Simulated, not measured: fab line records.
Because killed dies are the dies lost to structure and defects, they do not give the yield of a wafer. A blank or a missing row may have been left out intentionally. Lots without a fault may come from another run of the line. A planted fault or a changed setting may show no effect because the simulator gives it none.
8D (eight disciplines) problem report, filled in by code | flow ritCmos | the parts of the form that need people (team, actions taken, sign-off) are left out

1. PROBLEM STATEMENT
At RIT_M1_PROBE_99, killedAtFrontEnd averages 262 over 6 wafers from 2 lots, while fault-free wafers read 7, standard deviation 3. Measured from the usual mean, that is +85 standard deviations.
First seen on wafer L189.1, day 7 18:59, on prober-01. At this step, 9 wafers from 3 lots have a number in the record. The rule behind "out" and "out of limits": a value lying over 4 standard deviations away from the usual mean. The rest of the wafers with a number are treated as sound.

2. WHAT IT IS, WHAT IT ISN'T
question                    | is                                        | is not
which readings at this step | killedAtFrontEnd, killedDies, killedOnRim | killedAtContacts, killedOpen
which lots                  | L189, L191                                | L190
which wafers of those lots  | all that have a number                    | -
read on which tools         | prober-01                                 | prober-02
when                        | from day 7 18:59                          | up to then (0 sound wafers); but 3 sound wafers of L190 came after

3. WHAT RULES OUT EACH SUSPECT
Counting: a tool at a process step up to the reading stays a suspect if it ran every lot that is out and no sound lot after the first of them.
- lithoTrack-03 at RIT_GATE_DEVELOP_15 (develop time 50 s): kept. It ran every lot that is out, first L189 (day 6 21:00), and no sound lot after that.
- prober-01 at RIT_M1_PROBE_99: kept. It ran every lot that is out, first L189 (day 7 18:59), and no sound lot after that. Out on those wafers are its own readings of killedAtFrontEnd, killedDies, killedOnRim.
Left after counting: lithoTrack-03 at RIT_GATE_DEVELOP_15, prober-01 at RIT_M1_PROBE_99.

4. THE CAUSE (what the simulator had put in)
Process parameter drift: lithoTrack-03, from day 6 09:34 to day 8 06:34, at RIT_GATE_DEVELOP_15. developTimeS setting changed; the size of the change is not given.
Counting left 2 suspects, and this tool is among them.

5. SEQUENCE OF EFFECTS, ordered by route
Rows list readings where the struck wafers' mean (over those with a number) sits beyond 3 standard deviations from the usual. Scope: only readings with a usual standard deviation given in the record; hours: median across lots of the time from each lot's start at the first step in this table that gives one to its start at this step; sigmas: change in usual standard deviations.
hours | step            | reading          | usual | on struck wafers | change | sigmas
0     | RIT_M1_PROBE_99 | killedAtFrontEnd | 7     | 262              | +255   | +85
0     | RIT_M1_PROBE_99 | killedDies       | 7     | 262              | +255   | +82
0     | RIT_M1_PROBE_99 | killedOnRim      | 1.8   | 68.3             | +66.5  | +48
Process steps it contains:
- RIT_M1_PROBE_99

6. WHAT WOULD HAVE CAUGHT IT SOONER
First out-of-limits reading in this record: day 7 18:59, which is 33 hours after fault onset at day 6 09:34.
An alarm limit of 4 standard deviations would not have fired on the tool readings at RIT_GATE_DEVELOP_15 for which the record gives a usual standard deviation, since none of them was out on any struck wafer.
Each of the lots that are out, 2 in all, had begun RIT_GATE_DEVELOP_15 on lithoTrack-03 no later than day 7 18:59. A hold on the tool at that time would have spared none of them.
